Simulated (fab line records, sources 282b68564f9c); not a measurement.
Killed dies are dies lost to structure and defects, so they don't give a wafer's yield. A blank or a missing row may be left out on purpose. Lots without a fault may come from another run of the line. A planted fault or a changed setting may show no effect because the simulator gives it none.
fab line records | flow rit_cmos
record lots=6 wafers=18 last_day=7
route steps=202 shown CONTACT@172 M1@184
lots that met no fault: from a run of the same line without faults
start_h: hours from the record's first day to the start of the lot's first wafer shown | wait_h: hours since the lot's step before | " the same as in the row above | L1.1+2: a row that stands for several wafers | - no value, or no start given | * or withheld: withheld | < > ~ a bound
route shown NAME@n: a module of which the file shows steps, and the number in the route of the first | usual: mean/standard deviation of fault-free wafers | same: alike in all rows | chamber/n: place in a boat | sites: the reading at each site | _std_site: their standard deviation | _edge_site: outer sites' mean less inner sites' | radius_mm: how far each site lies from the wafer's centre | mask NAME#n: copy n | behind: the tool/chamber that last shaped the wafer | hold: why the lot was held/for how many hours/how that ended | device: the transistor (n, p or np) that didn't switch | end of line: the same wafers' tests at the end of the route | a step without rows: its recipe alone | killed: dies lost to structure and defects at the first sort, not the wafer's yield | map: a wafer's dies, x killed, . not, _ none there
set.NAME: the setting as run; set.NAME@STEP: as run at that earlier step | model.NAME: the simulator's own value behind a step, which no gauge read
lots at some steps of the route; a table a step, a row a wafer
services: from which hour (start_h, from the record's first day; less than 0 if before it) a tool's chamber was out of use, for how many hours, and why
## steps
# step RIT_CONTACT_SOFTBAKE_04
# recipe resist=NOVOLAK temp_c=90 time_s=60
# step RIT_CONTACT_EXPOSE_05
# recipe mask_id=M11 na=0.6 source_shape=conventional sigma_outer=0.5 target_cd_nm=1000 dose_mj=250
# step RIT_CONTACT_PEB_06
# recipe resist=NOVOLAK temp_c=withheld time_s=withheld
# step RIT_CONTACT_DEVELOP_07
# recipe resist=NOVOLAK develop_time_s=120 dev_temp_c=24.08
# step RIT_CONTACT_CD_MEAS_08
# recipe target_cd_nm=1000
# usual cd_nm=998.4/2.3
# columns lot.wafer tool chamber start_h wait_h cd_nm
L865.1 cd_sem-01 - 66.45 - 999.0
L865.2 " - " " 1000.4
L865.5 " - " " 998.1
L866.1 cd_sem-02 - 69.90 - 997.3
L866.5 " - " " 1000.4
L866.6 " - " " 996.3
L870.2 cd_sem-02 - 88.31 - 998.3
L870.4 " - " " 996.4
L870.6 " - " " 999.4
L872.1 cd_sem-01 - 98.18 - 1005.4
L872.4 " - " " 1001.7
L872.5 " - " " 1003.7
L880.1 cd_sem-02 - 137.02 - 1000.5
L880.3 " - " " 998.6
L880.6 " - " " 1000.2
L885.3 cd_sem-01 - 162.07 - 998.3
L885.5 " - " " 1000.3
L885.6 " - " " 998.8
# step RIT_CONTACT_OVL_MEAS_09
# usual CONTACT_OVL=-0.4/1.4
# columns lot.wafer tool chamber start_h wait_h CONTACT_OVL[nm]
L865.1 overlay-01 - 66.57 0.1 -1.0
L865.2 " - " " 0.0
L865.5 " - " " -2.8
L866.1 overlay-02 - 70.02 0.1 0.7
L866.5 " - " " 1.1
L866.6 " - " " 0.8
L870.2 overlay-01 - 88.41 0.1 -2.8
L870.4 " - " " 0.4
L870.6 " - " " 0.0
L872.1 overlay-01 - 98.30 0.1 0.3
L872.4 " - " " -1.4
L872.5 " - " " 2.0
L880.1 overlay-02 - 137.14 0.1 -0.4
L880.3 " - " " -1.9
L880.6 " - " " -0.8
L885.3 overlay-02 - 162.16 0.1 -1.6
L885.5 " - " " 1.3
L885.6 " - " " -1.4
# step RIT_CONTACT_HARDBAKE_10
# recipe resist=NOVOLAK temp_c=140 time_s=60
# step RIT_CONTACT_ETCH_11
# recipe target_depth_a=4800 over_etch_frac=0.2 stop_on=TiSi2 chemistry=CHF3/CF4/Ar target=SiO2 CHF3_flow_sccm=50 cf4_flow_sccm=10 Ar_flow_sccm=100 O2_flow_sccm=5 pressure_mtorr=100 rf_w=200 time_s=320
# usual drypump_motor_current_A=5.8/0.55 oes_product_au=0.989/0.011 throttle_valve_pct=8.85/0.11
# columns lot.wafer tool chamber start_h wait_h drypump_motor_current_A oes_product_au rf_hours_counter_h throttle_valve_pct
L865.1 rie_diel-01 0 66.76 0.1 6.1 0.984 166 8.76
L865.2 " 3 " " 6.0 0.979 141 8.72
L865.5 " 3 " " 6.0 0.976 - 8.71
L866.1 rie_diel-01 1 70.24 0.1 6.1 1.017 155 8.83
L866.5 " 0 " " 6.1 0.988 - 8.77
L866.6 " 1 " " 6.1 1.013 - 8.85
L870.2 rie_diel-03 0 88.59 0.1 5.7 0.987 6 8.79
L870.4 " 2 " " 5.9 1.003 - 9.00
L870.6 " 0 " " 5.7 0.979 - 8.79
L872.1 rie_diel-02 0 98.48 0.1 4.7 1.000 71 8.73
L872.4 " 2 " " 5.5 0.983 13 8.95
L872.5 " 1 " " 6.5 0.997 - 8.73
L880.1 rie_diel-02 1 137.53 0.1 6.5 0.989 145 8.74
L880.3 " 2 " " 5.5 0.987 14 8.96
L880.6 " 2 " " 5.5 0.990 - 8.96
L885.3 rie_diel-01 0 162.39 0.1 6.1 0.985 2 8.78
L885.5 " 3 " " 6.0 0.975 - 8.72
L885.6 " 0 " " 6.1 0.987 - 8.75
# step RIT_CONTACT_STRIP_12
# recipe chemistry=O2 time_s=180 resist=NOVOLAK platen_temp_c=withheld power_w=500 pressure_mtorr=4000 o2_flow_sccm=4000
# usual drypump_motor_current_A=6.0/0.47 rf_refl_power_W=6.4/1.3
# columns lot.wafer tool chamber start_h wait_h drypump_motor_current_A rf_hours_counter_h rf_refl_power_W
L865.1 plasma_asher-01 1 66.96 0.1 6.4 41 5.2
L865.2 " 0 " " 6.6 41 6.1
L865.5 " 0 " " 6.6 - 5.9
L866.1 plasma_asher-01 0 70.43 0.1 6.6 42 6.0
L866.5 " 1 " " 6.4 - 5.5
L866.6 " 0 " " 6.6 - 5.9
L870.2 plasma_asher-03 0 88.79 0.1 6.3 45 6.4
L870.4 " 0 " " 6.3 - 6.3
L870.6 " 1 " " 5.6 - 6.2
L872.1 plasma_asher-03 0 98.68 0.1 6.3 46 6.1
L872.4 " 1 " " 5.6 - 5.7
L872.5 " 0 " " 6.3 - 6.4
L880.1 plasma_asher-01 1 137.73 0.1 6.4 50 5.4
L880.3 " 1 " " 6.4 - 5.2
L880.6 " 1 " " 6.4 - 5.5
L885.3 plasma_asher-03 0 162.64 0.2 6.3 - 6.4
L885.5 " 1 " " 5.6 - 5.7
L885.6 " 0 " " 6.3 - 6.4
# step RIT_CONTACT_CD_MEAS_90
# recipe target_cd_nm=1000
# usual cd_nm=998.4/2.3
# columns lot.wafer tool chamber start_h wait_h cd_nm
L865.1 cd_sem-01 - 67.13 0.1 998.9
L865.2 " - " " 999.6
L865.5 " - " " 998.3
L866.1 cd_sem-01 - 70.61 0.1 997.0
L866.5 " - " " 999.9
L866.6 " - " " 995.7
L870.2 cd_sem-02 - 88.98 0.1 998.2
L870.4 " - " " 996.5
L870.6 " - " " 999.5
L872.1 cd_sem-02 - 98.85 0.1 1005.3
L872.4 " - " " 1001.9
L872.5 " - " " 1002.8
L880.1 cd_sem-02 - 137.90 0.1 1000.9
L880.3 " - " " 998.4
L880.6 " - " " 1000.4
L885.3 cd_sem-01 - 162.80 0.1 997.9
L885.5 " - " " 1000.2
L885.6 " - " " 998.4
# step RIT_CONTACT_CLEAN_13
# recipe chemistry=SC1 mix=3:3:50 time_s=600 temp_c=75
# step RIT_CONTACT_CLEAN_14
# recipe chemistry=SC2 mix=3:3:50 time_s=600 temp_c=75 dry=n2_spin
# step RIT_M1_SPUTTER_00
# recipe material=Al target_thk_nm=400 power_w=2000 chamber_pressure_pa=0.4 gas=Ar time_s=500 substrate_temp_c=25
# usual throttle_valve_pct=30.1/0.97
# columns lot.wafer tool chamber start_h wait_h throttle_valve_pct model.Al_of_M1_SPUTTER_00.thk_nm
L865.1 pvd_sputter-02 - 67.62 0.0 31.8 396.9
L865.2 " - " " 29.3 398.4
L865.5 " - " " 32.0 396.5
L866.1 pvd_sputter-04 - 71.09 0.0 29.6 402
L866.5 " - " " 30.6 400.5
L866.6 " - " " 29.8 401.9
L870.2 pvd_sputter-04 - 89.45 0.0 31.0 398.9
L870.4 " - " " 30.0 296
L870.6 " - " " 30.0 398.5
L872.1 pvd_sputter-04 - 99.32 0.0 30.5 404.5
L872.4 " - " " 29.8 304.1
L872.5 " - " " 31.1 404.2
L880.1 pvd_sputter-02 - 138.40 0.0 30.8 402.8
L880.3 " - " " 29.3 402.8
L880.6 " - " " 29.3 403.7
L885.3 pvd_sputter-01 - 163.23 0.0 29.7 401
L885.5 " - " " 29.9 402.2
L885.6 " - " " 28.1 401
# step RIT_M1_RS_MEAS_01
# recipe thk_meas_gauge=four-point-probe reads=Al_of_M1_SPUTTER_00
# usual M1_AL_RS=0.0733/0.0008
# columns lot.wafer tool chamber start_h wait_h M1_AL_RS[ohm/sq]
L865.1 film_metro-01 - 67.94 0.2 0.0740
L865.2 " - " " 0.0737
L865.5 " - " " 0.0741
L866.1 film_metro-03 - 71.39 0.1 0.0731
L866.5 " - " " 0.0734
L866.6 " - " " 0.0731
L870.2 film_metro-01 - 89.76 0.2 0.0737
L870.4 " - " " 0.0999
L870.6 " - " " 0.0737
L872.1 film_metro-03 - 99.62 0.1 0.0725
L872.4 " - " " 0.0968
L872.5 " - " " 0.0727
L880.1 film_metro-01 - 138.70 0.1 0.0728
L880.3 " - " " 0.0728
L880.6 " - " " 0.0726
L885.3 film_metro-03 - 163.57 0.2 0.0732
L885.5 " - " " 0.0729
L885.6 " - " " 0.0732
# step RIT_M1_THK_MEAS_02
# recipe thk_meas_gauge=xrf reads=Al_of_M1_SPUTTER_00
# usual M1_AL_THK=402/4.7
# columns lot.wafer tool chamber start_h wait_h M1_AL_THK[nm]
L865.1 film_metro-01 - 68.06 0.1 401
L865.2 " - " " 403
L865.5 " - " " 400
L866.1 film_metro-03 - 71.51 0.1 407
L866.5 " - " " 403
L866.6 " - " " 406
L870.2 film_metro-01 - 89.87 0.1 398
L870.4 " - " " 297
L870.6 " - " " 398
L872.1 film_metro-03 - 99.74 0.1 409
L872.4 " - " " 305
L872.5 " - " " 409
L880.1 film_metro-01 - 138.82 0.1 404
L880.3 " - " " 401
L880.6 " - " " 406
L885.3 film_metro-03 - 163.67 0.1 403
L885.5 " - " " 405
L885.6 " - " " 402
# step RIT_M1_HMDS_03
# recipe prime_time_s=61.38 prime_temp_c=140
# step RIT_M1_COAT_04
# recipe resist=NOVOLAK spin_rpm=2000 resist_thk_nm=1300
# step RIT_M1_SOFTBAKE_05
# recipe resist=NOVOLAK temp_c=90 time_s=60
# step RIT_M1_EXPOSE_06
# recipe mask_id=M12 na=0.6 source_shape=conventional sigma_outer=0.5 target_cd_nm=2600 dose_mj=250
# step RIT_M1_PEB_07
# recipe resist=NOVOLAK temp_c=withheld time_s=withheld
# step RIT_M1_DEVELOP_08
# recipe resist=NOVOLAK develop_time_s=68 dev_temp_c=23
# step RIT_M1_CD_MEAS_09
# recipe target_cd_nm=2600
# usual cd_nm=2600.0/2
# columns lot.wafer tool chamber start_h wait_h cd_nm
L865.1 cd_sem-02 - 69.00 - 2600.9
L865.2 " - " " 2600.2
L865.5 " - " " 2602.1
L866.1 cd_sem-01 - 72.57 - 2598.9
L866.5 " - " " 2599.3
L866.6 " - " " 2601.0
L870.2 cd_sem-01 - 90.95 - 2604.0
L870.4 " - " " 2602.2
L870.6 " - " " 2604.0
L872.1 cd_sem-01 - 100.68 - 2603.4
L872.4 " - " " 2600.5
L872.5 " - " " 2602.2
L880.1 cd_sem-02 - 139.76 - 2598.0
L880.3 " - " " 2600.1
L880.6 " - " " 2598.2
L885.3 cd_sem-02 - 164.80 - 2599.4
L885.5 " - " " 2596.7
L885.6 " - " " 2600.6
# step RIT_M1_OVL_MEAS_10
# usual M1_OVL=0.3/1.6
# columns lot.wafer tool chamber start_h wait_h M1_OVL[nm]
L865.1 overlay-02 - 69.12 0.1 2.9
L865.2 " - " " 3.2
L865.5 " - " " 3.4
L866.1 overlay-01 - 72.69 0.1 -0.5
L866.5 " - " " 1.2
L866.6 " - " " 0.0
L870.2 overlay-02 - 91.05 0.1 -2.7
L870.4 " - " " -1.0
L870.6 " - " " -0.5
L872.1 overlay-02 - 100.80 0.1 0.0
L872.4 " - " " 3.4
L872.5 " - " " -0.3
L880.1 overlay-01 - 139.88 0.1 2.5
L880.3 " - " " 2.3
L880.6 " - " " 2.1
L885.3 overlay-01 - 164.90 0.1 -1.7
L885.5 " - " " -1.5
L885.6 " - " " -1.5
# step RIT_M1_HARDBAKE_11
# recipe resist=NOVOLAK temp_c=140 time_s=120
# step RIT_M1_METAL_ETCH_12
# recipe stop_on=SiO2 chemistry=Cl2/BCl3 target=Al time_s=165 over_etch_frac=0.5 pressure_mtorr=100 target_depth_a=6000 rf_w=250 Cl2_flow_sccm=60 bcl3_flow_sccm=50
# usual drypump_motor_current_A=5.5/0.59 oes_product_au=0.768/0.012 throttle_valve_pct=8.26/0.12
# columns lot.wafer tool chamber start_h wait_h drypump_motor_current_A oes_product_au rf_hours_counter_h throttle_valve_pct
L865.1 rie_metal-02 1 69.41 0.2 5.0 0.750 33 8.37
L865.2 " 0 " " 4.8 0.764 34 8.40
L865.5 " 1 " " 5.0 0.751 - 8.37
L866.1 rie_metal-03 1 72.98 0.2 5.7 0.781 3 8.22
L866.5 " 1 " " 5.7 0.782 - 8.21
L866.6 " 0 " " 5.1 0.772 - 8.05
L870.2 rie_metal-04 1 91.33 0.2 5.4 0.776 1 8.29
L870.4 " 1 " " 5.4 0.664 - 8.30
L870.6 " 0 " " 6.7 0.760 - 8.33
L872.1 rie_metal-03 1 101.08 0.2 5.7 0.783 3 8.24
L872.4 " 0 " " 5.1 0.663 - 8.05
L872.5 " 0 " " 5.1 0.773 - 8.05
L880.1 rie_metal-03 0 140.16 0.2 5.1 0.767 3 8.03
L880.3 " 1 " " 5.7 0.786 - 8.21
L880.6 " 1 " " 5.7 0.778 - 8.23
L885.3 rie_metal-03 1 165.22 0.2 5.7 0.779 - 8.23
L885.5 " 1 " " 5.7 0.786 - 8.23
L885.6 " 0 " " 5.2 0.766 - 8.03
# step RIT_M1_STRIP_13
# recipe chemistry=nmp resist=NOVOLAK temp_c=80 time_s=600 dry=n2_spin
# step RIT_M1_PROBE_99
# usual defect_limited_yield=97.6/1.1 killed_at_contacts=0.1/0.25 killed_at_front_end=6.3/2.9 killed_dies=6.4/2.9 killed_on_rim=1.7/1.4 killed_open=3.3/2.1 killed_short=3.1/1.7 sort_bin_3_pad_short=0.1/0.22 sort_bin_5_function=1.4/0.75 sort_bin_6_memory=0.9/0.65 sort_n_pass=257.6/2.9 sort_yield_pct=97.6/1.1
# same gross_dies=264 killed_at_M0_to_M3=0 killed_at_M4_up=0 killed_at_back_side=0 killed_at_other=0
# columns lot.wafer tool chamber start_h wait_h defect_limited_yield[%] killed_at_contacts killed_at_front_end killed_dies killed_on_rim killed_open killed_short sort_bin_3_pad_short[%] sort_bin_5_function[%] sort_bin_6_memory[%] sort_n_pass sort_yield_pct[%] model.etest.m1.rs_ohm_sq model.etest.antenna_m1.vt_shift_v
L865.1 prober-01 - 71.68 0.1 96.2 0 10 10 2 5 5 0.8 2.7 0.4 254.0 96.2 0.07257 -0.01424
L865.2 prober-01 - 71.73 0.1 97.7 0 6 6 0 2 4 0 1.9 0.4 258.0 97.7 0.07268 -0.01498
L865.5 prober-01 - 71.88 0.2 97.7 0 6 6 3 2 4 0.4 1.1 0.8 258.0 97.7 0.07276 -0.01117
L866.1 prober-02 - 75.23 0.1 99.2 0 2 2 1 1 1 0 0.8 0 262.0 99.2 0.07202 -0.007031
L866.5 prober-02 - 75.43 0.2 98.9 0 3 3 0 1 2 0 1.1 0 261.0 98.9 0.07237 -0.007109
L866.6 prober-02 - 75.48 0.2 95.1 0 13 13 3 7 6 0 3.0 1.9 251.0 95.1 0.07227 -0.01523
L870.2 prober-02 - 93.65 0.1 97.0 0 8 8 5 5 3 0.4 1.9 0.8 256.0 97.0 0.0723 -0.01419
L870.4 prober-02 - 93.75 0.2 96.2 0 10 10 1 6 4 0 2.7 1.1 254.0 96.2 0.09792 -0.01703
L870.6 prober-02 - 93.85 0.2 98.9 0 3 3 1 3 0 0 0.8 0.4 261.0 98.9 0.07309 -0.01141
L872.1 prober-02 - 103.34 0.1 94.3 1 14 15 4 12 3 0.4 3.0 2.3 249.0 94.3 0.07191 -0.01431
L872.4 prober-02 - 103.49 0.2 97.3 0 7 7 1 6 1 0 1.9 0.8 257.0 97.3 0.09518 -0.01584
L872.5 prober-02 - 103.54 0.2 97.7 0 6 6 2 2 4 0 1.5 0.8 258.0 97.7 0.07188 -0.01233
L880.1 prober-01 - 143.05 0.1 98.5 0 4 4 0 2 2 0 0.8 0.8 260.0 98.5 0.07224 -0.01407
L880.3 prober-01 - 143.15 0.2 99.6 0 1 1 1 0 1 0 0.4 0 263.0 99.6 0.07262 -0.01386
L880.6 prober-01 - 143.30 0.2 96.6 0 9 9 3 5 4 0 2.3 1.1 255.0 96.6 0.07163 -0.0136
L885.3 prober-02 - 170.53 0.2 97.7 0 6 6 2 0 6 0.8 1.1 0.4 258.0 97.7 0.07329 -0.01131
L885.5 prober-02 - 170.63 0.2 99.2 0 2 2 1 2 0 0 0.8 0 262.0 99.2 0.07206 -0.01349
L885.6 prober-02 - 170.68 0.2 97.7 0 6 6 0 1 5 0 1.1 1.1 258.0 97.7 0.07241 -0.009815
# killed by level:class
L865.1 GATE:geometric_particle:open=3 GATE:geometric_particle:short=2 SPACER:geometric_particle:short=2 REOX:geometric_particle:open=1 REOX:geometric_particle:short=1 SPACER:geometric_particle:open=1
L865.2 GATE:geometric_particle:open=2 GATE:geometric_particle:short=2 SPACER:geometric_particle:short=1 SILICIDE:geometric_particle:short=1
L865.5 GATE:geometric_particle:short=4 SPACER:geometric_particle:open=2
L866.1 FOX1:geometric_particle:short=1 FOX1:geometric_particle:open=1
L866.5 FOX1:geometric_particle:open=1 FOX1:geometric_particle:short=1 GATE:geometric_particle:short=1
L866.6 SILICIDE:geometric_particle:short=5 REOX:geometric_particle:open=4 GATE:geometric_particle:open=2 REOX:geometric_particle:short=1 SILICIDE:geometric_particle:open=1
L870.2 GATE:geometric_particle:short=2 SPACER:geometric_particle:open=2 SILICIDE:geometric_particle:open=2 FOX2:geometric_particle:open=1 REOX:geometric_particle:short=1
L870.4 GATE:geometric_particle:short=3 GATE:geometric_particle:open=3 FOX1:geometric_particle:open=1 SPACER:geometric_particle:open=1 SILICIDE:geometric_particle:short=1 SILICIDE:geometric_particle:open=1
L870.6 SPACER:geometric_particle:open=2 GATE:geometric_particle:open=1
L872.1 SILICIDE:geometric_particle:open=6 GATE:geometric_particle:open=3 SILICIDE:geometric_particle:short=2 SPACER:geometric_particle:open=1 FOX1:geometric_particle:open=1 GATE:geometric_particle:short=1 CONTACT:geometric_particle:open=1
L872.4 GATE:geometric_particle:open=5 FOX1:geometric_particle:open=1 GATE:geometric_particle:short=1
L872.5 REOX:geometric_particle:short=2 FOX2:geometric_particle:short=1 GATE:geometric_particle:open=1 GATE:geometric_particle:short=1 SPACER:geometric_particle:open=1
L880.1 GATE:geometric_particle:open=2 REOX:geometric_particle:short=1 SPACER:geometric_particle:short=1
L880.3 REOX:geometric_particle:short=1
L880.6 REOX:geometric_particle:short=2 SPACER:geometric_particle:open=2 FOX1:geometric_particle:short=1 FOX2:geometric_particle:short=1 GATE:geometric_particle:open=1 REOX:geometric_particle:open=1 SILICIDE:geometric_particle:open=1
L885.3 GATE:geometric_particle:short=2 SILICIDE:geometric_particle:short=2 FOX1:geometric_particle:short=1 SPACER:geometric_particle:short=1
L885.5 FOX1:geometric_particle:open=2
L885.6 REOX:geometric_particle:short=2 FOX1:geometric_particle:short=1 GATE:geometric_particle:short=1 REOX:geometric_particle:open=1 SILICIDE:geometric_particle:short=1
## services
# columns tool chamber start_h hours kind
rie_diel-01 0 45.17 1.5 repair
plasma_asher-01 - 46.11 1.4 repair
plasma_asher-03 - 52.92 0.6 repair
pvd_sputter-04 - 55.86 1.9 repair
pvd_sputter-04 - 61.35 7.5 repair
rie_metal-02 - 70.32 0.4 repair
rie_diel-01 0 72.89 - clean
rie_diel-01 0 72.89 - consumable_replace:esc
rie_diel-01 0 72.89 21.3 scheduled_down
rie_diel-01 0 72.89 21.3 vent_cycle
plasma_asher-01 - 76.21 2.8 pm
rie_diel-03 1 79.70 9.6 repair
pvd_sputter-01 - 83.96 1.1 repair
rie_diel-03 - 93.04 65.3 repair
pvd_sputter-04 - 104.57 3.6 repair
plasma_asher-03 - 108.80 9.0 pm
plasma_asher-03 0 108.80 9.0 vent_cycle
rie_diel-01 2 120.15 6.0 repair
rie_metal-04 - 120.25 2.8 pm
pvd_sputter-04 - 128.38 0.5 repair
rie_metal-02 - 136.12 20.0 pm
pvd_sputter-01 - 140.22 10.2 repair
rie_metal-04 0 155.30 9.7 repair
plasma_asher-01 - 162.29 0.7 repair
## key
first_sign step=RIT_M1_RS_MEAS_01 reading=M1_AL_RS direction=up sigmas=31 usual=0.0733 struck=0.0984
effect step=RIT_M1_THK_MEAS_02 reading=M1_AL_THK direction=down sigmas=22 usual=402 struck=301
effect step=RIT_M1_METAL_ETCH_12 reading=oes_product_au direction=down sigmas=8.6 usual=0.768 struck=0.664
model_effect step=RIT_M1_SPUTTER_00 value=Al_of_M1_SPUTTER_00.thk_nm without=398.6 struck=300.1
model_effect step=RIT_M1_PROBE_99 value=etest.m1.rs_ohm_sq without=0.07264 struck=0.09655
met_at RIT_M1_SPUTTER_00
struck_wafers L870.4,L872.4
fault kind=process_parameter_drift tool=pvd_sputter-04 chamber=- onset_h=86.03 steps=RIT_M1_SPUTTER_00 channel=target_thk_nm offset=-98.565 shape=step end_h=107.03 acts_in=these_recipes_only stated=400 scope=struck_wafers_only
